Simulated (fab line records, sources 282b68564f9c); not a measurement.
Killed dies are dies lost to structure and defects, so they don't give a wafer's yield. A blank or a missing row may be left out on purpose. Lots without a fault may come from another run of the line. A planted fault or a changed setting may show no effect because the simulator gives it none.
Which tool did it? | flow rit_cmos | 12 lots, 36 wafers sampled, at 4 steps of a route of 202

WHAT THE GAUGES READ, wafer by wafer
RIT_SPACER_THK_MEAS_04. Usual: SPACER_NITRIDE_THK 250.0 nm, standard deviation 2.8.
lot  | measured    | on            | SPACER_NITRIDE_THK (nm) | flag
L122 | day 3 00:11 | film_metro-01 | 244.8 246.5 244.4       |
L123 | day 3 09:53 | film_metro-02 | 249.9 249.4 248.7       |
L126 | day 3 23:14 | film_metro-02 | 248.1 250.5 248.7       |
L127 | day 4 08:41 | film_metro-02 | 120.5 118.6 120.2       | OFF
L128 | day 4 10:59 | film_metro-04 | 121.6 120.7 121.3       | OFF
L133 | day 5 12:22 | film_metro-01 | 122.7 121.8 122.2       | OFF
L135 | day 6 04:56 | film_metro-01 | 244.2 243.9 243.9       |
L139 | day 7 10:52 | film_metro-01 | 251.0 251.9 250.4       |
L142 | day 8 00:21 | film_metro-01 | 251.3 251.8 251.9       |
L143 | day 8 04:53 | film_metro-02 | 242.9 243.8 243.6       |
L145 | day 8 13:42 | film_metro-01 | 252.9 254.6 252.4       |
L144 | day 8 14:41 | film_metro-02 | 247.5 248.0 246.6       |

RIT_M1_BOW_MEAS_16. Usual: M1_BOW 17 um, standard deviation 6.3.
lot  | measured    | on            | M1_BOW (um) | flag
L122 | day 3 11:44 | film_metro-01 | 22 5 22     |
L123 | day 3 21:02 | film_metro-01 | 14 39 18    |
L126 | day 4 10:38 | film_metro-03 | 17 20 21    |
L127 | day 4 19:38 | film_metro-01 | -1 1 0      |
L128 | day 4 22:23 | film_metro-03 | -8 2 7      |
L133 | day 5 23:22 | film_metro-02 | 0 -2 -1     |
L135 | day 6 15:47 | film_metro-01 | 10 13 25    |
L139 | day 7 23:01 | film_metro-02 | 13 11 19    |
L142 | day 8 13:47 | film_metro-03 | 13 14 3     |
L143 | day 8 16:14 | film_metro-01 | 17 8 15     |
L145 | day 9 02:13 | film_metro-01 | 10 26 18    |
L144 | day 9 03:43 | film_metro-03 | 16 21 13    |

WHICH TOOL RAN EACH LOT (tool, then ch and the chambers of the sampled wafers, then the start)
lot  | RIT_SPACER_CVD_03          | RIT_SPACER_ETCHBACK_05
L122 | lpcvd-02 ch 0, day 2 22:16 | rie_diel-04 ch 1,2,3, day 3 00:14
L123 | lpcvd-01 ch 0, day 3 07:56 | rie_diel-03 ch 2,3, day 3 09:55
L126 | lpcvd-02 ch 1, day 3 21:20 | rie_diel-04 ch 0,2,3, day 3 23:18
L127 | lpcvd-01 ch 0, day 4 06:46 | rie_diel-02 ch 0,1,2, day 4 08:45
L128 | lpcvd-01 ch 1, day 4 09:02 | rie_diel-04 ch 0,1,3, day 4 11:01
L133 | lpcvd-01 ch 1, day 5 10:26 | rie_diel-03 ch 0,1,3, day 5 12:25
L135 | lpcvd-02 ch 1, day 6 03:01 | rie_diel-04 ch 0,2,3, day 6 04:59
L139 | lpcvd-02 ch 1, day 7 08:56 | rie_diel-03 ch 1,2, day 7 10:55
L142 | lpcvd-02 ch 1, day 7 22:26 | rie_diel-03 ch 0,3, day 8 00:24
L143 | lpcvd-02 ch 1, day 8 02:56 | rie_diel-02 ch 0,1,3, day 8 04:55
L145 | lpcvd-01 ch 0, day 8 11:47 | rie_diel-03 ch 1,2,3, day 8 13:46
L144 | lpcvd-02 ch 0, day 8 12:46 | rie_diel-04 ch 0,1,2, day 8 14:44
- RIT_SPACER_CVD_03: deposits Si3N4 from SiH2Cl2/NH3, target thk 250 nm, time 3300 s.
- RIT_SPACER_ETCHBACK_05: etches Si3N4 in SF6/CHF3, stops on SiO2, target depth 250 nm, time 240 s.

WHAT THE TOOLS THEMSELVES READ (means of the sampled wafers that have a number; where no wafer has one, the mark that the record gives instead)
RIT_SPACER_ETCHBACK_05. Usual: drypump_motor_current_A 5.9 A, standard deviation 0.45; oes_product_au 0.845 a.u., standard deviation 0.018; throttle_valve_pct 10.26 %, standard deviation 0.15.
lot  | tool        | drypump_motor_current_A (A) | oes_product_au (a.u.) | throttle_valve_pct (%) | flag
L122 | rie_diel-04 | 6.0                         | 0.828                 | 10.31                  |
L123 | rie_diel-03 | 5.5                         | 0.859                 | 10.13                  |
L126 | rie_diel-04 | 6.2                         | 0.852                 | 10.36                  |
L127 | rie_diel-02 | 6.0                         | 0.523                 | 10.28                  | OFF
L128 | rie_diel-04 | 6.2                         | 0.521                 | 10.17                  | OFF
L133 | rie_diel-03 | 5.6                         | 0.538                 | 10.04                  | OFF
L135 | rie_diel-04 | 6.2                         | 0.844                 | 10.35                  |
L139 | rie_diel-03 | 5.7                         | 0.857                 | 10.24                  |
L142 | rie_diel-03 | 5.5                         | 0.846                 | 10.03                  |
L143 | rie_diel-02 | 5.7                         | 0.814                 | 10.34                  |
L145 | rie_diel-03 | 5.6                         | 0.868                 | 10.22                  |
L144 | rie_diel-04 | 5.8                         | 0.837                 | 10.36                  |

THE ANSWER, worked out from the rows above alone
Rule: a lot is off if the mean of its wafers that have a number lies more than 3 standard deviations from the usual mean. A lot without any number at a reading at which 4 lots or more have one is off too. The other lots that the step has rows for count as sound. The gauges are gone through in route order, then the tools' own readings, and for those a lot's mean is taken as printed above. The first step at which some lot is off is used, and at that step the reading that is off furthest; a lot without a number counts as furthest.
Off: L127, L128, L133, at RIT_SPACER_THK_MEAS_04 (SPACER_NITRIDE_THK).
A tool fits if, at a process step before that reading, it ran every lot that is off, and no sound lot after the first of them. The gauges at RIT_SPACER_THK_MEAS_04 aren't tried: what is off there is off at RIT_SPACER_ETCHBACK_05 too, on other tools, and a gauge's error can't cause that. None of those tried fits.

WHAT THE SIMULATOR HAD PUT IN
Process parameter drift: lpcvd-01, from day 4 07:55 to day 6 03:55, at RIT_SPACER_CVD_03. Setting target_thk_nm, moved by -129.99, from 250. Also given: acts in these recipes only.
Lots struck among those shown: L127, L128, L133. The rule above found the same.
